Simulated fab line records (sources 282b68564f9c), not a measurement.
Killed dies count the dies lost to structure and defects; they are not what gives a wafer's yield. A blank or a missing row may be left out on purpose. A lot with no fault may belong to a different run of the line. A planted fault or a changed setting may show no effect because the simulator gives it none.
Which of the tools did it? / flow rit cmos / Sampling: 13 lots, 39 wafers, 5 of 202 route steps

== WHAT THE GAUGES SHOWED, per wafer ==
RIT_PRETRO_TW_MEAS_10. Usual: PRETRO_TW gives 478 (standard deviation 4).
lot=L643; measured=day 2 13:21; on=film metro-03; PRETRO_TW=480 479 479; flag=
lot=L645; measured=day 2 18:21; on=film metro-03; PRETRO_TW=478 480 478; flag=
lot=L646; measured=day 3 01:23; on=film metro-02; PRETRO_TW=486 486 484; flag=
lot=L647; measured=day 3 04:21; on=film metro-02; PRETRO_TW=484 483 483; flag=
lot=L648; measured=day 3 09:13; on=film metro-03; PRETRO_TW=476 475 475; flag=
lot=L650; measured=day 3 20:03; on=film metro-03; PRETRO_TW=474 474 476; flag=
lot=L651; measured=day 4 01:10; on=film metro-01; PRETRO_TW=475 475 477; flag=
lot=L654; measured=day 4 16:54; on=film metro-03; PRETRO_TW=477 477 478; flag=
lot=L659; measured=day 5 16:05; on=film metro-02; PRETRO_TW=484 479 479; flag=
lot=L661; measured=day 6 02:04; on=film metro-01; PRETRO_TW=477 475 476; flag=
lot=L662; measured=day 6 07:17; on=film metro-01; PRETRO_TW=475 474 475; flag=
lot=L664; measured=day 6 17:31; on=film metro-03; PRETRO_TW=473 474 472; flag=
lot=L666; measured=day 7 01:59; on=film metro-03; PRETRO_TW=473 474 476; flag=

RIT_FOX2_THK_MEAS_91. Usual: FIELD_OXIDE_LEFT_2_THK gives 262 nm (standard deviation 6.8).
lot=L643; measured=day 2 13:50; on=film metro-03; FIELD_OXIDE_LEFT_2_THK (nm)=261 254 258; flag=
lot=L645; measured=day 2 18:50; on=film metro-03; FIELD_OXIDE_LEFT_2_THK (nm)=262 268 267; flag=
lot=L646; measured=day 3 01:53; on=film metro-01; FIELD_OXIDE_LEFT_2_THK (nm)=253 257 251; flag=
lot=L647; measured=day 3 04:52; on=film metro-03; FIELD_OXIDE_LEFT_2_THK (nm)=254 257 258; flag=
lot=L648; measured=day 3 09:43; on=film metro-04; FIELD_OXIDE_LEFT_2_THK (nm)=258 264 264; flag=
lot=L650; measured=day 3 20:32; on=film metro-01; FIELD_OXIDE_LEFT_2_THK (nm)=254 251 257; flag=
lot=L651; measured=day 4 01:40; on=film metro-03; FIELD_OXIDE_LEFT_2_THK (nm)=251 251 258; flag=
lot=L654; measured=day 4 17:22; on=film metro-04; FIELD_OXIDE_LEFT_2_THK (nm)=250 251 247; flag=
lot=L659; measured=day 5 16:35; on=film metro-01; FIELD_OXIDE_LEFT_2_THK (nm)=268 265 266; flag=
lot=L661; measured=day 6 02:32; on=film metro-04; FIELD_OXIDE_LEFT_2_THK (nm)=272 263 270; flag=
lot=L662; measured=day 6 07:46; on=film metro-01; FIELD_OXIDE_LEFT_2_THK (nm)=269 269 267; flag=
lot=L664; measured=day 6 18:01; on=film metro-04; FIELD_OXIDE_LEFT_2_THK (nm)=269 269 272; flag=
lot=L666; measured=day 7 02:30; on=film metro-03; FIELD_OXIDE_LEFT_2_THK (nm)=259 256 260; flag=

RIT_M1_RS_MEAS_01: uses a four-point probe to measure. Usual: M1_AL_RS gives 0.0755 ohm/sq (standard deviation 0.00076).
lot=L643; measured=day 3 10:26; on=film metro-04; M1_AL_RS (ohm/sq)=0.0751 0.0762 0.0760; flag=
lot=L645; measured=day 3 17:09; on=film metro-02; M1_AL_RS (ohm/sq)=0.0749 0.0763 0.0754; flag=
lot=L646; measured=day 3 23:46; on=film metro-01; M1_AL_RS (ohm/sq)=0.0750 0.0769 0.0755; flag=
lot=L647; measured=day 4 01:40; on=film metro-01; M1_AL_RS (ohm/sq)=0.0757 0.0758 0.0757; flag=
lot=L648; measured=day 4 08:14; on=film metro-04; M1_AL_RS (ohm/sq)=0.0750 0.0752 0.0745; flag=
lot=L650; measured=day 4 20:13; on=film metro-04; M1_AL_RS (ohm/sq)=0.0754 0.0740 0.0746; flag=
lot=L651; measured=day 4 22:34; on=film metro-01; M1_AL_RS (ohm/sq)=0.0746 0.0740 0.0748; flag=
lot=L654; measured=day 5 14:59; on=film metro-01; M1_AL_RS (ohm/sq)=0.0746 0.0754 0.0763; flag=
lot=L659; measured=day 6 14:43; on=film metro-01; M1_AL_RS (ohm/sq)=0.1251 0.0745 0.0746; flag=OFF
lot=L661; measured=day 6 23:41; on=film metro-02; M1_AL_RS (ohm/sq)=0.0761 0.0769 0.1306; flag=OFF
lot=L662; measured=day 7 04:44; on=film metro-04; M1_AL_RS (ohm/sq)=0.0756 0.0748 0.0749; flag=
lot=L664; measured=day 7 14:40; on=film metro-02; M1_AL_RS (ohm/sq)=0.0770 0.0767 0.0759; flag=
lot=L666; measured=day 8 00:43; on=film metro-02; M1_AL_RS (ohm/sq)=0.0765 0.0754 0.0744; flag=

RIT_M1_THK_MEAS_02: measures by xrf. Usual: M1_AL_THK gives 384 nm (standard deviation 5.1).
lot=L643; measured=day 3 10:32; on=film metro-04; M1_AL_THK (nm)=385 385 383; flag=
lot=L645; measured=day 3 17:16; on=film metro-02; M1_AL_THK (nm)=388 377 382; flag=
lot=L646; measured=day 3 23:52; on=film metro-01; M1_AL_THK (nm)=387 376 381; flag=
lot=L647; measured=day 4 01:46; on=film metro-01; M1_AL_THK (nm)=385 381 386; flag=
lot=L648; measured=day 4 08:22; on=film metro-04; M1_AL_THK (nm)=387 386 389; flag=
lot=L650; measured=day 4 20:20; on=film metro-04; M1_AL_THK (nm)=386 392 390; flag=
lot=L651; measured=day 4 22:40; on=film metro-01; M1_AL_THK (nm)=388 392 388; flag=
lot=L654; measured=day 5 15:07; on=film metro-01; M1_AL_THK (nm)=391 386 385; flag=
lot=L659; measured=day 6 14:49; on=film metro-01; M1_AL_THK (nm)=236 391 391; flag=OFF
lot=L661; measured=day 6 23:49; on=film metro-02; M1_AL_THK (nm)=379 376 227; flag=OFF
lot=L662; measured=day 7 04:50; on=film metro-04; M1_AL_THK (nm)=384 390 385; flag=
lot=L664; measured=day 7 14:47; on=film metro-02; M1_AL_THK (nm)=372 374 380; flag=
lot=L666; measured=day 8 00:50; on=film metro-02; M1_AL_THK (nm)=373 382 389; flag=

== WHICH TOOL RAN EACH LOT (tool, then ch and the chambers of the sampled wafers, then the start) ==
lot=L643; RIT_M1_SPUTTER_00=pvd sputter-04, day 3 10:06
lot=L645; RIT_M1_SPUTTER_00=pvd sputter-04, day 3 16:52
lot=L646; RIT_M1_SPUTTER_00=pvd sputter-04, day 3 23:27
lot=L647; RIT_M1_SPUTTER_00=pvd sputter-03, day 4 01:20
lot=L648; RIT_M1_SPUTTER_00=pvd sputter-02, day 4 07:56
lot=L650; RIT_M1_SPUTTER_00=pvd sputter-03, day 4 19:55
lot=L651; RIT_M1_SPUTTER_00=pvd sputter-04, day 4 22:14
lot=L654; RIT_M1_SPUTTER_00=pvd sputter-02, day 5 14:41
lot=L659; RIT_M1_SPUTTER_00=pvd sputter-04, day 6 14:23
lot=L661; RIT_M1_SPUTTER_00=pvd sputter-04, day 6 23:24
lot=L662; RIT_M1_SPUTTER_00=pvd sputter-02, day 7 04:25
lot=L664; RIT_M1_SPUTTER_00=pvd sputter-02, day 7 14:22
lot=L666; RIT_M1_SPUTTER_00=pvd sputter-02, day 8 00:25
- RIT_M1_SPUTTER_00: material Al, target thk 400 nm, time 500 s.

== AS READ BY THE TOOLS THEMSELVES (means over the sampled wafers that have a number; for cases with no such wafer, the mark the record gives instead) ==
RIT_M1_SPUTTER_00. Usual: cathode dc power W 1952.0 W, standard deviation 0.37; throttle valve pct 29.2 %, standard deviation 0.79.
lot=L643; tool=pvd sputter-04; cathode dc power W (W)=1951.9; throttle valve pct (%)=28.6; flag=
lot=L645; tool=pvd sputter-04; cathode dc power W (W)=1951.9; throttle valve pct (%)=28.5; flag=
lot=L646; tool=pvd sputter-04; cathode dc power W (W)=1952.0; throttle valve pct (%)=28.4; flag=
lot=L647; tool=pvd sputter-03; cathode dc power W (W)=1951.9; throttle valve pct (%)=29.6; flag=
lot=L648; tool=pvd sputter-02; cathode dc power W (W)=1952.0; throttle valve pct (%)=30.2; flag=
lot=L650; tool=pvd sputter-03; cathode dc power W (W)=1952.5; throttle valve pct (%)=29.8; flag=
lot=L651; tool=pvd sputter-04; cathode dc power W (W)=1952.2; throttle valve pct (%)=28.1; flag=
lot=L654; tool=pvd sputter-02; cathode dc power W (W)=1951.5; throttle valve pct (%)=29.8; flag=
lot=L659; tool=pvd sputter-04; cathode dc power W (W)=1952.3; throttle valve pct (%)=28.4; flag=
lot=L661; tool=pvd sputter-04; cathode dc power W (W)=1952.0; throttle valve pct (%)=28.5; flag=
lot=L662; tool=pvd sputter-02; cathode dc power W (W)=1951.8; throttle valve pct (%)=30.1; flag=
lot=L664; tool=pvd sputter-02; cathode dc power W (W)=1952.3; throttle valve pct (%)=29.9; flag=
lot=L666; tool=pvd sputter-02; cathode dc power W (W)=1952.2; throttle valve pct (%)=29.9; flag=

== THE ANSWER, worked out from the rows above alone ==
Rule: a lot counts as off when the mean over its wafers that have a number is more than 3 standard deviations away from the usual mean. A lot without any number at a reading at which 4 lots or more have one is off too. The other lots that the step has rows for count as sound. Order of review: gauges by route order, followed by the tools' own readings, for which a lot's mean as printed above is used. At the first step where some lot is off, the reading lying furthest off is the one used; lots without a number count as furthest.
Off: L659, L661, at RIT_M1_RS_MEAS_01 (M1_AL_RS).
A tool fits if, at a process step before that reading, it ran every lot that is off, and no sound lot after the first of them. The gauges at RIT_M1_RS_MEAS_01 are tried like those tools. One candidate fits, namely pvd sputter-04 at RIT_M1_SPUTTER_00. A fault onset in the window from L651 (day 4 22:14, its last sound lot) to L659 (day 6 14:23, its first lot off) fits.

== WHAT THE SIMULATOR HAD PUT IN ==
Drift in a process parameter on pvd sputter-04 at RIT_M1_SPUTTER_00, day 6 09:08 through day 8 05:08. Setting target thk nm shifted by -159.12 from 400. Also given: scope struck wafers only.
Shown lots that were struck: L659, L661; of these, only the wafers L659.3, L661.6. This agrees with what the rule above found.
